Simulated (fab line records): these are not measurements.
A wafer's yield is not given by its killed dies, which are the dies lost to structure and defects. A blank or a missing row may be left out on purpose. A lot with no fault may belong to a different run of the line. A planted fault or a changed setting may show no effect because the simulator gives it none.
Commonality check across tools    flow berkeley cmos170    Sampled: 13 lots, 39 wafers

== THE REASON FOR OPENING IT ==
UCB170_NWELL_THK_MEAS_05, reading NWELL_NITRIDE_THK: flagged on 2 of 13 lots. Wafers without a fault read 225.1 nm, standard deviation 2.4.
Rule: a lot is flagged in two cases, either no wafer of it has a number, or all its wafers with numbers fall more than 4 standard deviations from that mean. The other lots count as sound.

lot   measured     on             NWELL_NITRIDE_THK (nm), wafer by wafer  flag
L464  day 2 09:31  film metro-04  224.5 226.2 225.1                       
L465  day 2 09:31  film metro-03  224.1 224.7 223.1                       
L466  day 2 18:16  film metro-04  225.5 225.7 226.5                       
L468  day 2 23:04  film metro-04  254.1 253.9 252.1                       FLAGGED
L469  day 3 06:18  film metro-03  247.8 247.7 248.7                       FLAGGED
L477  day 4 22:07  film metro-03  227.4 229.8 229.1                       
L481  day 5 19:27  film metro-04  220.2 218.0 219.7                       
L482  day 5 23:32  film metro-03  226.5 226.9 227.1                       
L483  day 6 05:17  film metro-01  223.2 224.4 225.0                       
L484  day 6 16:56  film metro-01  226.8 226.1 227.9                       
L485  day 6 16:57  film metro-03  227.1 224.6 227.8                       
L486  day 7 00:59  film metro-04  223.5 224.6 225.1                       
L487  day 7 02:09  film metro-01  223.1 224.7 225.0                       
The mean of the flagged lots' numbers is 250.7 nm, +25.6 nm from the usual (+11 standard deviations).

== WHICH TOOL RAN EACH LOT ==
The record holds 1 process step before the reading, out of a route of 331 steps. In each cell: the tool, then ch and the chambers that the sampled wafers went through, then the start.
lot   flag     UCB170_NWELL_CVD_04
L464           lpcvd-02 ch 1, day 2 07:34
L465           lpcvd-02 ch 1, day 2 07:34
L466           lpcvd-02 ch 1, day 2 16:20
L468  FLAGGED  lpcvd-02 ch 0, day 2 21:07
L469  FLAGGED  lpcvd-02 ch 0, day 3 04:22
L477           lpcvd-01 ch 0, day 4 20:11
L481           lpcvd-01 ch 0, day 5 17:30
L482           lpcvd-01 ch 1, day 5 21:35
L483           lpcvd-01 ch 1, day 6 03:20
L484           lpcvd-02 ch 1, day 6 14:55
L485           lpcvd-02 ch 0, day 6 14:55
L486           lpcvd-01 ch 0, day 6 23:04
L487           lpcvd-02 ch 0, day 7 00:12
What these steps do:
- UCB170_NWELL_CVD_04: deposits Si3N4 from SiH2Cl2/NH3, target thk 224 nm, time 3360 s.
- UCB170_NWELL_THK_MEAS_05

== FLAGGED AGAINST TOTAL, ONE TOOL AT A TIME (gauges that did the reading follow at the end) ==
step                      tool           lots run  flagged  share of the flagged lots  sound lots run after its first flagged lot
UCB170_NWELL_CVD_04       lpcvd-01       5         0        none                       -
UCB170_NWELL_CVD_04       lpcvd-02       8         2        all                        3 (L484,L485,L487)
UCB170_NWELL_THK_MEAS_05  film metro-01  3         0        none                       -
UCB170_NWELL_THK_MEAS_05  film metro-03  5         1        some                       3 (L477,L482,L485)
UCB170_NWELL_THK_MEAS_05  film metro-04  5         1        some                       2 (L481,L486)

== WHAT THE TABLE ALLOWS ==
All flagged lots share 1 row of the table, namely lpcvd-02 at UCB170_NWELL_CVD_04.
- lpcvd-02 at UCB170_NWELL_CVD_04: 2 of its 8 lots flagged. After the first flagged lot (L484, L485, L487), sound lots still ran on it; a lasting fault on the whole tool would not permit that.
No row of the table ran every flagged lot and no sound lot after the first.

== WHAT THE SIMULATOR HAD INSERTED ==
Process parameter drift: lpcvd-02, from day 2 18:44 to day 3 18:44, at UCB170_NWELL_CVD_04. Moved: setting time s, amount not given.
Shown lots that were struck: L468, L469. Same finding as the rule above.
